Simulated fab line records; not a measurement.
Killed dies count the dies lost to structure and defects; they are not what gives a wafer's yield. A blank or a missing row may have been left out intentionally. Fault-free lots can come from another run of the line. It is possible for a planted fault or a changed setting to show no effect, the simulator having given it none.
Which tool is to blame? || flow berkeley cmos170 || 14 lots with 42 wafers sampled at 4 steps, on a route of 331 steps

== WHAT THE GAUGES SHOWED, per wafer ==
UCB170_PLDD_OVL_MEAS_07. Usual: PLDD_OVL typically reads 0 nm, with standard deviation 4.6.
{"lot": "L371", "measured": "day 7 15:59", "on": "overlay-02", "PLDD_OVL (nm)": "1 -6 8", "flag": ""}
{"lot": "L373", "measured": "day 7 16:47", "on": "overlay-02", "PLDD_OVL (nm)": "2 8 -3", "flag": ""}
{"lot": "L375", "measured": "day 8 15:53", "on": "overlay-02", "PLDD_OVL (nm)": "3 -6 -5", "flag": ""}
{"lot": "L374", "measured": "day 8 16:02", "on": "overlay-01", "PLDD_OVL (nm)": "-3 1 -4", "flag": ""}
{"lot": "L379", "measured": "day 9 18:13", "on": "overlay-02", "PLDD_OVL (nm)": "3 -1 4", "flag": ""}
{"lot": "L380", "measured": "day 9 18:28", "on": "overlay-01", "PLDD_OVL (nm)": "-2 -8 -1", "flag": ""}
{"lot": "L386", "measured": "day 11 14:10", "on": "overlay-01", "PLDD_OVL (nm)": "1 1 0", "flag": ""}
{"lot": "L385", "measured": "day 11 14:44", "on": "overlay-02", "PLDD_OVL (nm)": "0 -1 -5", "flag": ""}
{"lot": "L388", "measured": "day 12 03:22", "on": "overlay-01", "PLDD_OVL (nm)": "-6 -1 6", "flag": ""}
{"lot": "L389", "measured": "day 12 03:35", "on": "overlay-01", "PLDD_OVL (nm)": "-5 -9 -9", "flag": ""}
{"lot": "L391", "measured": "day 12 08:12", "on": "overlay-02", "PLDD_OVL (nm)": "-5 5 -6", "flag": ""}
{"lot": "L394", "measured": "day 12 18:31", "on": "overlay-01", "PLDD_OVL (nm)": "7 -1 3", "flag": ""}
{"lot": "L393", "measured": "day 12 18:46", "on": "overlay-01", "PLDD_OVL (nm)": "-1 -3 -1", "flag": ""}
{"lot": "L392", "measured": "day 12 18:54", "on": "overlay-02", "PLDD_OVL (nm)": "6 4 -3", "flag": ""}

UCB170_CONTACT_THK_MEAS_02. Usual: CONTACT_PSG_THK typically reads 698 nm, with standard deviation 5.5.
{"lot": "L371", "measured": "day 8 11:22", "on": "film metro-02", "CONTACT_PSG_THK (nm)": "697 695 690", "flag": ""}
{"lot": "L373", "measured": "day 8 11:25", "on": "film metro-02", "CONTACT_PSG_THK (nm)": "705 703 705", "flag": ""}
{"lot": "L375", "measured": "day 9 10:57", "on": "film metro-02", "CONTACT_PSG_THK (nm)": "691 696 693", "flag": ""}
{"lot": "L374", "measured": "day 9 11:03", "on": "film metro-03", "CONTACT_PSG_THK (nm)": "695 695 691", "flag": ""}
{"lot": "L379", "measured": "day 10 18:19", "on": "film metro-02", "CONTACT_PSG_THK (nm)": "766 761 762 766 761 761", "flag": "OFF"}
{"lot": "L380", "measured": "day 10 20:08", "on": "film metro-02", "CONTACT_PSG_THK (nm)": "762 767 760 763 767 761", "flag": "OFF"}
{"lot": "L386", "measured": "day 12 08:41", "on": "film metro-02", "CONTACT_PSG_THK (nm)": "704 703 701", "flag": ""}
{"lot": "L385", "measured": "day 12 06:49", "on": "film metro-02", "CONTACT_PSG_THK (nm)": "695 697 705", "flag": ""}
{"lot": "L388", "measured": "day 12 19:12", "on": "film metro-03", "CONTACT_PSG_THK (nm)": "697 693 697", "flag": ""}
{"lot": "L389", "measured": "day 12 20:59", "on": "film metro-02", "CONTACT_PSG_THK (nm)": "694 694 695", "flag": ""}
{"lot": "L391", "measured": "day 13 02:41", "on": "film metro-04", "CONTACT_PSG_THK (nm)": "703 696 699", "flag": ""}
{"lot": "L394", "measured": "day 13 13:17", "on": "film metro-03", "CONTACT_PSG_THK (nm)": "691 690 682", "flag": ""}
{"lot": "L393", "measured": "day 13 13:19", "on": "film metro-04", "CONTACT_PSG_THK (nm)": "698 699 702", "flag": ""}
{"lot": "L392", "measured": "day 13 13:17", "on": "film metro-02", "CONTACT_PSG_THK (nm)": "700 698 701", "flag": ""}

== TOOL THAT RAN EACH LOT (tool first, then ch and the chambers of the sampled wafers, then the start) ==
{"lot": "L371", "UCB170_SDANNEAL_RTA_00": "rtp anneal-02 ch 0, day 8 06:27", "UCB170_CONTACT_CVD_01": "lpcvd-01 ch 0, day 8 09:35"}
{"lot": "L373", "UCB170_SDANNEAL_RTA_00": "rtp anneal-01 ch 0, day 8 07:05", "UCB170_CONTACT_CVD_01": "lpcvd-01 ch 0, day 8 09:35"}
{"lot": "L375", "UCB170_SDANNEAL_RTA_00": "rtp anneal-02 ch 0, day 9 07:50", "UCB170_CONTACT_CVD_01": "lpcvd-02 ch 0, day 9 09:10"}
{"lot": "L374", "UCB170_SDANNEAL_RTA_00": "rtp anneal-01 ch 0, day 9 08:07", "UCB170_CONTACT_CVD_01": "lpcvd-01 ch 1, day 9 09:16"}
{"lot": "L379", "UCB170_SDANNEAL_RTA_00": "rtp anneal-02 ch 0, day 10 15:23", "UCB170_CONTACT_CVD_01": "lpcvd-02 ch 1, day 10 16:32"}
{"lot": "L380", "UCB170_SDANNEAL_RTA_00": "rtp anneal-02 ch 0, day 10 15:52", "UCB170_CONTACT_CVD_01": "lpcvd-02 ch 0, day 10 18:19"}
{"lot": "L386", "UCB170_SDANNEAL_RTA_00": "rtp anneal-01 ch 0, day 12 04:46", "UCB170_CONTACT_CVD_01": "lpcvd-01 ch 1, day 12 06:49"}
{"lot": "L385", "UCB170_SDANNEAL_RTA_00": "rtp anneal-01 ch 0, day 12 03:53", "UCB170_CONTACT_CVD_01": "lpcvd-01 ch 0, day 12 05:02"}
{"lot": "L388", "UCB170_SDANNEAL_RTA_00": "rtp anneal-02 ch 0, day 12 16:02", "UCB170_CONTACT_CVD_01": "lpcvd-01 ch 0, day 12 17:25"}
{"lot": "L389", "UCB170_SDANNEAL_RTA_00": "rtp anneal-01 ch 0, day 12 16:20", "UCB170_CONTACT_CVD_01": "lpcvd-01 ch 1, day 12 19:11"}
{"lot": "L391", "UCB170_SDANNEAL_RTA_00": "rtp anneal-02 ch 0, day 12 22:50", "UCB170_CONTACT_CVD_01": "lpcvd-01 ch 1, day 12 23:59"}
{"lot": "L394", "UCB170_SDANNEAL_RTA_00": "rtp anneal-01 ch 0, day 13 08:32", "UCB170_CONTACT_CVD_01": "lpcvd-02 ch 0, day 13 11:30"}
{"lot": "L393", "UCB170_SDANNEAL_RTA_00": "rtp anneal-02 ch 0, day 13 08:45", "UCB170_CONTACT_CVD_01": "lpcvd-02 ch 1, day 13 11:30"}
{"lot": "L392", "UCB170_SDANNEAL_RTA_00": "rtp anneal-01 ch 0, day 13 09:02", "UCB170_CONTACT_CVD_01": "lpcvd-02 ch 1, day 13 11:30"}
- UCB170_SDANNEAL_RTA_00: time 10 s.
- UCB170_CONTACT_CVD_01: deposits PSG from SiH4/O2/PH3, target thk 700 nm, time 2820 s.

== AS READ BY THE TOOLS THEMSELVES (means over the sampled wafers that have a number; for cases with no such wafer, the mark the record gives instead) ==
UCB170_SDANNEAL_RTA_00. Usual: lamp power pct 24.71 %, standard deviation 0.27; wafer_temp_C_max 902.8, standard deviation 0.94.
{"lot": "L371", "tool": "rtp anneal-02", "lamp power pct (%)": 24.42, "wafer_temp_C_max": 904.2, "flag": ""}
{"lot": "L373", "tool": "rtp anneal-01", "lamp power pct (%)": 24.94, "wafer_temp_C_max": 902.1, "flag": ""}
{"lot": "L375", "tool": "rtp anneal-02", "lamp power pct (%)": 24.41, "wafer_temp_C_max": 903.7, "flag": ""}
{"lot": "L374", "tool": "rtp anneal-01", "lamp power pct (%)": 24.97, "wafer_temp_C_max": 902.3, "flag": ""}
{"lot": "L379", "tool": "rtp anneal-02", "lamp power pct (%)": 24.41, "wafer_temp_C_max": 903.5, "flag": ""}
{"lot": "L380", "tool": "rtp anneal-02", "lamp power pct (%)": 24.42, "wafer_temp_C_max": 903.5, "flag": ""}
{"lot": "L386", "tool": "rtp anneal-01", "lamp power pct (%)": 24.95, "wafer_temp_C_max": 902.1, "flag": ""}
{"lot": "L385", "tool": "rtp anneal-01", "lamp power pct (%)": 24.96, "wafer_temp_C_max": 901.6, "flag": ""}
{"lot": "L388", "tool": "rtp anneal-02", "lamp power pct (%)": 24.41, "wafer_temp_C_max": 902.8, "flag": ""}
{"lot": "L389", "tool": "rtp anneal-01", "lamp power pct (%)": 24.97, "wafer_temp_C_max": 902.0, "flag": ""}
{"lot": "L391", "tool": "rtp anneal-02", "lamp power pct (%)": 24.41, "wafer_temp_C_max": 904.1, "flag": ""}
{"lot": "L394", "tool": "rtp anneal-01", "lamp power pct (%)": 24.97, "wafer_temp_C_max": 902.2, "flag": ""}
{"lot": "L393", "tool": "rtp anneal-02", "lamp power pct (%)": 24.42, "wafer_temp_C_max": 903.9, "flag": ""}
{"lot": "L392", "tool": "rtp anneal-01", "lamp power pct (%)": 24.96, "wafer_temp_C_max": 901.7, "flag": ""}

UCB170_CONTACT_CVD_01. Usual: pressure mtorr 299.9 mTorr, standard deviation 0.6; spike tc source C 467.4 C, standard deviation 2.5.
{"lot": "L371", "tool": "lpcvd-01", "pressure mtorr (mTorr)": 299.3, "spike tc source C (C)": 469.9, "flag": ""}
{"lot": "L373", "tool": "lpcvd-01", "pressure mtorr (mTorr)": 300.1, "spike tc source C (C)": 469.9, "flag": ""}
{"lot": "L375", "tool": "lpcvd-02", "pressure mtorr (mTorr)": 299.7, "spike tc source C (C)": 469.2, "flag": ""}
{"lot": "L374", "tool": "lpcvd-01", "pressure mtorr (mTorr)": 299.8, "spike tc source C (C)": 465.6, "flag": ""}
{"lot": "L379", "tool": "lpcvd-02", "pressure mtorr (mTorr)": 359.7, "spike tc source C (C)": 463.7, "flag": "OFF"}
{"lot": "L380", "tool": "lpcvd-02", "pressure mtorr (mTorr)": 359.9, "spike tc source C (C)": 468.3, "flag": "OFF"}
{"lot": "L386", "tool": "lpcvd-01", "pressure mtorr (mTorr)": 299.9, "spike tc source C (C)": 466.7, "flag": ""}
{"lot": "L385", "tool": "lpcvd-01", "pressure mtorr (mTorr)": 300.2, "spike tc source C (C)": 469.7, "flag": ""}
{"lot": "L388", "tool": "lpcvd-01", "pressure mtorr (mTorr)": 300.3, "spike tc source C (C)": 470.1, "flag": ""}
{"lot": "L389", "tool": "lpcvd-01", "pressure mtorr (mTorr)": 299.4, "spike tc source C (C)": 464.6, "flag": ""}
{"lot": "L391", "tool": "lpcvd-01", "pressure mtorr (mTorr)": 300.3, "spike tc source C (C)": 465.1, "flag": ""}
{"lot": "L394", "tool": "lpcvd-02", "pressure mtorr (mTorr)": 300.1, "spike tc source C (C)": 468.5, "flag": ""}
{"lot": "L393", "tool": "lpcvd-02", "pressure mtorr (mTorr)": 300.4, "spike tc source C (C)": 463.5, "flag": ""}
{"lot": "L392", "tool": "lpcvd-02", "pressure mtorr (mTorr)": 299.3, "spike tc source C (C)": 464.1, "flag": ""}

== THE ANSWER, worked out from the rows above alone ==
Rule: lot off if the mean of its wafers having a number is beyond 3 standard deviations from the usual mean. A lot without any number at a reading at which 4 lots or more have one is off too. All remaining lots with rows at the step are treated as sound. First the gauges in route order, then the tools' own readings, where a lot's mean is used as printed above. The first step at which some lot is off is used, and at that step the reading that is off furthest; a lot without a number counts as furthest.
Off: L379, L380, at UCB170_CONTACT_THK_MEAS_02 (CONTACT_PSG_THK).
A tool fits if, at a process step before that reading, it ran every lot that is off, and no sound lot after the first of them. The gauges at UCB170_CONTACT_THK_MEAS_02 aren't tried: what is off there is off at UCB170_CONTACT_CVD_01 too, on other tools, and a gauge's error can't cause that. Of those tried, none fits.

== WHAT THE SIMULATOR HAD INSERTED ==
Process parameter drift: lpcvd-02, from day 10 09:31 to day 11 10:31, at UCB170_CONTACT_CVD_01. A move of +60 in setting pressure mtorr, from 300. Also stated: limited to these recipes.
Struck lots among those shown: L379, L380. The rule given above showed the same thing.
